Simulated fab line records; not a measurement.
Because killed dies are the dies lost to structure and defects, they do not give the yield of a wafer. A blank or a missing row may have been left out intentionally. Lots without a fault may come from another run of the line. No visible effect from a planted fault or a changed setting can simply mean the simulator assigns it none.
Split-lot trial | flow ritCmos | 17 wafers read across 4 lots, on a route 202 steps long

THE SPLIT
At RIT_REOX_OXIDATION_03 (target thk 25.2 nm, ox time 5580 s), the setting oxTimeS was moved away from the recipe's 5580 s on 9 of the 17 wafers read, by -11.9% to -9.6%. This setting was run at the recipe's value on the other wafers.

BETWEEN THE SPLIT AND THE READING: the file shows 1 step in between
- RIT_NLDD_IMPLANT_08 (also split here: doseCm2)

THE READING
etest.pmos_0p15.driveUaUm (the simulator's own value, which no gauge read), at RIT_M1_PROBE_99. There is no usual value for it anywhere in the file. Here, 8 wafers ran the recipe; their average is 216.5 with a standard deviation of 24.

wafer  | tool, chamber at the split | oxTimeS as run, s | against the recipe | etest.pmos_0p15.driveUaUm | against lot-mates on the recipe
L076.1 | -, -                       | 5044              | -9.6%              | 324.8                     | no lot-mate on the recipe
L076.2 | -, -                       | 5044              | -9.6%              | 328                       | no lot-mate on the recipe
L076.4 | -, -                       | 5044              | -9.6%              | 322.9                     | no lot-mate on the recipe
L076.5 | -, -                       | 5044              | -9.6%              | 312.9                     | no lot-mate on the recipe
L076.6 | -, -                       | 5044              | -9.6%              | 316.8                     | no lot-mate on the recipe
L078.1 | -, -                       | 4914              | -11.9%             | 326.8                     | no lot-mate on the recipe
L078.2 | -, -                       | 4914              | -11.9%             | 364.2                     | no lot-mate on the recipe
L078.3 | -, -                       | 4914              | -11.9%             | 326.1                     | no lot-mate on the recipe
L078.5 | -, -                       | 4914              | -11.9%             | 365.2                     | no lot-mate on the recipe
L081.1 | furnace-01, 0              | 5580              | recipe             | 241.8                     | -
L081.3 | furnace-01, 0              | 5580              | recipe             | 247.2                     | -
L081.6 | furnace-01, 0              | 5580              | recipe             | 238.7                     | -
L084.1 | -, -                       | 5580              | recipe             | 214                       | -
L084.2 | -, -                       | 5580              | recipe             | 216.9                     | -
L084.3 | -, -                       | 5580              | recipe             | 183.3                     | -
L084.4 | -, -                       | 5580              | recipe             | 209.1                     | -
L084.6 | -, -                       | 5580              | recipe             | 181.3                     | -

FIT RESULTS
A straight line over all 17 wafers: etest.pmos_0p15.driveUaUm changes by -10.8 for each +1% of oxTimeS; r = -0.95; the points scatter about the line by 20.
Too few moved wafers have a lot-mate on the recipe to fit a line with each lot's own level taken away.

THE WHOLE CHAIN: every reading that the file lists as answering this split, in the file's order
step                  | what it does                       | reading                                                                          | change (the file's fit)               | r (the file's)
RIT_REOX_OXIDATION_03 | target thk 25.2 nm, ox time 5580 s | SiO2_of_REOX_OXIDATION_03.thkNm (the simulator's own value, which no gauge read) | +0.103 nm for each +1% of the setting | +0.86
RIT_M1_PROBE_99       |                                    | etest.nmosTurned.driveUaUm (the simulator's own value, which no gauge read)      | -9.89 for each +1% of the setting     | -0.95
RIT_M1_PROBE_99       |                                    | etest.pmos_0p15.driveUaUm (the simulator's own value, which no gauge read)       | -10.8 for each +1% of the setting     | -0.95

THE FILE'S OWN FIT
etest.pmos_0p15.driveUaUm changes by -10.8 for each +1% of oxTimeS, r = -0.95.
